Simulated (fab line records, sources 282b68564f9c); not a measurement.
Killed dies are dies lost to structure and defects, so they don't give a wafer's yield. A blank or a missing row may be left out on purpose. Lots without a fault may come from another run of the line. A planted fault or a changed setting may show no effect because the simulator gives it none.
Which tool did it? | flow rit_cmos | 6 lots, 18 wafers sampled, at 2 steps of a route of 202

WHAT THE GAUGES READ, wafer by wafer
RIT_ACTIVE_CD_MEAS_11: target cd 1400 nm.
lot  | measured    | on        | cd_nm (nm)
L663 | day 2 00:44 | cd_sem-01 | 1400.0 1401.9 1396.9
L666 | day 2 17:04 | cd_sem-02 | 1401.6 1402.1 1400.6
L669 | day 3 06:53 | cd_sem-02 | 1400.7 1401.1 1401.0
L671 | day 3 17:19 | cd_sem-01 | 1401.3 1402.7 1400.3
L680 | day 5 13:28 | cd_sem-02 | 1318.1 1364.3 1392.6
L682 | day 5 23:26 | cd_sem-02 | 1399.4 1402.4 1399.6

WHICH TOOL RAN EACH LOT (tool, then ch and the chambers of the sampled wafers, then the start)
lot  | RIT_ACTIVE_EXPOSE_08
L663 | iline_stepper-02 ch 0, day 2 00:14
L666 | iline_stepper-01 ch 0, day 2 16:40
L669 | iline_stepper-02 ch 0, day 3 06:29
L671 | iline_stepper-01 ch 0, day 3 16:55
L680 | iline_stepper-02 ch 0, day 5 13:04
L682 | iline_stepper-01 ch 0, day 5 23:02
- RIT_ACTIVE_EXPOSE_08: exposes mask M1, target cd 1400 nm.

THE ANSWER, worked out from the rows above alone
Rule: what is usual is taken from the lots themselves. Put in order of their means at a reading, lots are off if they are a third of the lots or fewer, leave a main group of 4 or more, and stand apart from it by a gap of 3 or more times the standard deviation of the main group's means; of several such gaps the widest counts. A main group whose means are all the same, to the digits that the tables above print for the reading, isn't used. A lot without any number at a reading at which 4 lots or more have one is off too. The other lots that the step has rows for count as sound.
Off: L680, at RIT_ACTIVE_CD_MEAS_11 (cd_nm). The main group: mean 1400.8 nm, standard deviation 0.69.
A tool fits if, at a process step before that reading, it ran every lot that is off, and no sound lot after the first of them. The gauges at RIT_ACTIVE_CD_MEAS_11 are tried like those tools. One fits: iline_stepper-02 at RIT_ACTIVE_EXPOSE_08. Its last sound lot is L669 (day 3 06:29), its first lot that is off L680 (day 5 13:04): a fault that began between those two fits.

WHAT THE SIMULATOR HAD PUT IN
Process parameter drift: iline_stepper-02, from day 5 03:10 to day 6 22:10, at RIT_ACTIVE_EXPOSE_08. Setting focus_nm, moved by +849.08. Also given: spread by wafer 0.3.
Lots struck among those shown: L680. The rule above found the same.
